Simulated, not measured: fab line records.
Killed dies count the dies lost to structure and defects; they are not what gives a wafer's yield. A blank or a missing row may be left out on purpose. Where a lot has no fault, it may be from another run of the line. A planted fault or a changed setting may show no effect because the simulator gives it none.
Comparing a struck lot with a sound one ; flow rit_cmos ; 14 steps out of a route of 202
Sound: wafers L697.1, L697.3, L697.5. Struck: wafers L702.1, L702.5, L702.6. The cause is named last.
For every step that has rows: the tool of each side, followed by ch and its chambers, followed by its first start. Under that, the readings that differ: sound wafers ; struck wafers ; difference of the means ; sigmas: that difference in standard deviations of wafers without a fault.
alike: words and numbers the same on both sides, and readings whose means are apart by under 2 such deviations; not compared: readings that were withheld, readings missing a value for some wafer, numbers with overlapping values and no deviation given by the record, and bounds like >300 which may hide the same value.
A row with sigmas, a row that says differs or no value, or rows on one side alone: a step with any of these is where the two part. Numbers that have no deviation but don't overlap get no sigmas and don't part them. A reading missing from all wafers of one side parts the sides only when that side holds two or more wafers.

first, 1 step without rows for these wafers: RIT_PWELL_DEVELOP_05 (develop time 68 s).
RIT_PWELL_OVL_MEAS_06:
  struck on overlay-01, day 3 08:47; sound on overlay-01, day 2 06:09
  alike: PWELL_OVL
then, 2 steps without rows for these wafers: RIT_PWELL_HARDBAKE_07 (time 120 s); RIT_PWELL_IMPLANT_08.
RIT_PWELL_STRIP_09: strips in O2, time 180 s.
  sound on plasma_asher-03 ch 0,1, day 2 06:35; struck on plasma_asher-04 ch 0,1, day 3 09:14
  alike: drypump_motor_current_A
  not compared: rf_hours_counter_h
RIT_PWELL_TW_MEAS_10:
  struck on film_metro-04, day 3 09:24; sound on film_metro-01, day 2 06:46
reading;sound;struck;difference;sigmas
PWELL_TW;928 925 921;947 943 939;+18;+3
then, 1 step without rows for these wafers: RIT_WELLDRIVE_ANNEAL_00 (time 14700 s).
RIT_WELLDRIVE_RS_MEAS_01: a four-point-probe measurement.
  struck on film_metro-02, day 3 14:33; sound on film_metro-02, day 2 12:02
  alike: NWELL_RS
RIT_WELLDRIVE_RS_MEAS_02: a four-point-probe measurement.
  struck on film_metro-02, day 3 14:40; sound on film_metro-02, day 2 12:09
  alike: PWELL_RS
then, 3 steps without rows for these wafers: RIT_NRETRO_HMDS_00 (prime time 60 s); RIT_NRETRO_COAT_01 (resist thk 1300 nm); RIT_NRETRO_SOFTBAKE_02 (time 60 s).
RIT_NRETRO_EXPOSE_03: exposes mask M4, target cd 43900 nm.
  sound on iline_stepper-01 ch 0, day 2 12:43; struck on iline_stepper-02, day 3 15:14
  no value came back on the struck wafers for exposure_dose_mJ_cm2, focus_offset_nm (nm); on the sound wafers exposure_dose_mJ_cm2 reads 250.18 250.26 250.06
  alike: mask
next, for these wafers, 1 step has no rows: RIT_NRETRO_PEB_04.

WHERE THEY PART
Earliest at RIT_PWELL_TW_MEAS_10; latest, in this record, at RIT_NRETRO_EXPOSE_03.

WHY: whatever the simulator had introduced
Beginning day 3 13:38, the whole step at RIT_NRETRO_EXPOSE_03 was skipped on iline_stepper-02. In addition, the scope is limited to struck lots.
